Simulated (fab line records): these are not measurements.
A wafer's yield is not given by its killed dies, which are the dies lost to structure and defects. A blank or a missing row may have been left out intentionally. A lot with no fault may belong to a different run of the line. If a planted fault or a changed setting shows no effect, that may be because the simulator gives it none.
Tool commonality check || flow berkeley_cmos170 || Lots sampled 11, wafers sampled 33

== WHY THIS WAS OPENED ==
Of 11 lots, 2 have the reading NLDD_RS flagged at UCB170_SDANNEAL_RS_MEAS_05. No-fault wafers: 617.0 ohm/sq, standard deviation 1.7.
Rule: flag the lot when none of its wafers has a number, or when each of its wafers that has one lies beyond 4 standard deviations from that mean. The rest of the lots are taken to be sound.

{"lot": "L985", "measured": "day 7 15:54", "on": "film_metro-02", "NLDD_RS (ohm/sq), wafer by wafer": "614.7 616.4 616.7", "flag": ""}
{"lot": "L988", "measured": "day 8 06:16", "on": "film_metro-03", "NLDD_RS (ohm/sq), wafer by wafer": "619.3 621.2 621.2", "flag": ""}
{"lot": "L986", "measured": "day 8 06:44", "on": "film_metro-03", "NLDD_RS (ohm/sq), wafer by wafer": "617.7 617.7 616.8", "flag": ""}
{"lot": "L987", "measured": "day 8 07:01", "on": "film_metro-01", "NLDD_RS (ohm/sq), wafer by wafer": "619.1 617.1 618.5", "flag": ""}
{"lot": "L989", "measured": "day 8 20:16", "on": "film_metro-03", "NLDD_RS (ohm/sq), wafer by wafer": "617.5 617.6 617.4", "flag": ""}
{"lot": "L990", "measured": "day 8 20:35", "on": "film_metro-02", "NLDD_RS (ohm/sq), wafer by wafer": "616.5 617.0 616.4", "flag": ""}
{"lot": "L991", "measured": "day 9 07:52", "on": "film_metro-03", "NLDD_RS (ohm/sq), wafer by wafer": "620.4 619.4 618.3", "flag": ""}
{"lot": "L998", "measured": "day 10 15:43", "on": "film_metro-01", "NLDD_RS (ohm/sq), wafer by wafer": "658.0 657.2 659.1", "flag": "FLAGGED"}
{"lot": "L103", "measured": "day 11 20:31", "on": "film_metro-02", "NLDD_RS (ohm/sq), wafer by wafer": "652.2 652.8 652.8", "flag": "FLAGGED"}
{"lot": "L108", "measured": "day 13 05:39", "on": "film_metro-01", "NLDD_RS (ohm/sq), wafer by wafer": "617.4 616.7 616.5", "flag": ""}
{"lot": "L106", "measured": "day 13 05:47", "on": "film_metro-03", "NLDD_RS (ohm/sq), wafer by wafer": "616.2 616.3 617.3", "flag": ""}
The mean of the flagged lots' numbers is 655.4 ohm/sq, +38.4 ohm/sq from the usual (+23 standard deviations).

== WHICH TOOL EACH LOT WENT THROUGH ==
The record keeps 1 process step preceding the reading, out of 331 steps on the route. Each cell gives the tool, then ch followed by the chambers the sampled wafers passed through, then the start.
{"lot": "L985", "flag": "", "UCB170_NLDD_IMPLANT_08": "implanter-04 ch 0, day 7 03:39"}
{"lot": "L988", "flag": "", "UCB170_NLDD_IMPLANT_08": "implanter-01 ch 0, day 7 17:56"}
{"lot": "L986", "flag": "", "UCB170_NLDD_IMPLANT_08": "implanter-01 ch 0, day 7 18:25"}
{"lot": "L987", "flag": "", "UCB170_NLDD_IMPLANT_08": "implanter-04 ch 0, day 7 18:17"}
{"lot": "L989", "flag": "", "UCB170_NLDD_IMPLANT_08": "implanter-01 ch 0, day 8 05:55"}
{"lot": "L990", "flag": "", "UCB170_NLDD_IMPLANT_08": "implanter-04 ch 0, day 8 06:26"}
{"lot": "L991", "flag": "", "UCB170_NLDD_IMPLANT_08": "implanter-04 ch 0, day 8 20:04"}
{"lot": "L998", "flag": "FLAGGED", "UCB170_NLDD_IMPLANT_08": "implanter-01 ch 0, day 9 23:54"}
{"lot": "L103", "flag": "FLAGGED", "UCB170_NLDD_IMPLANT_08": "implanter-01 ch 0, day 11 06:50"}
{"lot": "L108", "flag": "", "UCB170_NLDD_IMPLANT_08": "implanter-02 ch 0, day 12 19:17"}
{"lot": "L106", "flag": "", "UCB170_NLDD_IMPLANT_08": "implanter-04 ch 0, day 12 19:28"}
These steps, and what they do:
- UCB170_NLDD_IMPLANT_08
- UCB170_SDANNEAL_RS_MEAS_05: measures by four-point-probe.

== FLAGGED AGAINST TOTAL, ONE TOOL AT A TIME (gauges that did the reading follow at the end) ==
{"step": "UCB170_NLDD_IMPLANT_08", "tool": "implanter-01", "lots run": 5, "flagged": 2, "share of the flagged lots": "all", "sound lots run after its first flagged lot": 0}
{"step": "UCB170_NLDD_IMPLANT_08", "tool": "implanter-02", "lots run": 1, "flagged": 0, "share of the flagged lots": "none", "sound lots run after its first flagged lot": "-"}
{"step": "UCB170_NLDD_IMPLANT_08", "tool": "implanter-04", "lots run": 5, "flagged": 0, "share of the flagged lots": "none", "sound lots run after its first flagged lot": "-"}
{"step": "UCB170_SDANNEAL_RS_MEAS_05", "tool": "film_metro-01", "lots run": 3, "flagged": 1, "share of the flagged lots": "some", "sound lots run after its first flagged lot": "1 (L108)"}
{"step": "UCB170_SDANNEAL_RS_MEAS_05", "tool": "film_metro-02", "lots run": 3, "flagged": 1, "share of the flagged lots": "some", "sound lots run after its first flagged lot": 0}
{"step": "UCB170_SDANNEAL_RS_MEAS_05", "tool": "film_metro-03", "lots run": 5, "flagged": 0, "share of the flagged lots": "none", "sound lots run after its first flagged lot": "-"}

== WHAT IS ALLOWED BY THE TABLE ==
All flagged lots share 1 row of the table, namely implanter-01 at UCB170_NLDD_IMPLANT_08.
- implanter-01 at UCB170_NLDD_IMPLANT_08 ran 5 lots, 2 of them flagged. Last sound lot L989 at day 8 05:55, first flagged lot L998 at day 9 23:54; a fault beginning in between fits. Its own readings lie more than 4 standard deviations out on every wafer of the flagged lots: dose_ions_cm2, faraday_current_uA.
One tool is left: implanter-01 at UCB170_NLDD_IMPLANT_08.

== WHAT THE SIMULATOR PUT IN ==
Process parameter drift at UCB170_NLDD_IMPLANT_08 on implanter-01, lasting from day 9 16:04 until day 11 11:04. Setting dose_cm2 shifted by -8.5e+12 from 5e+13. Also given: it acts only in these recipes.
Struck lots among those shown: L998, L103. The same result came from the rule above.
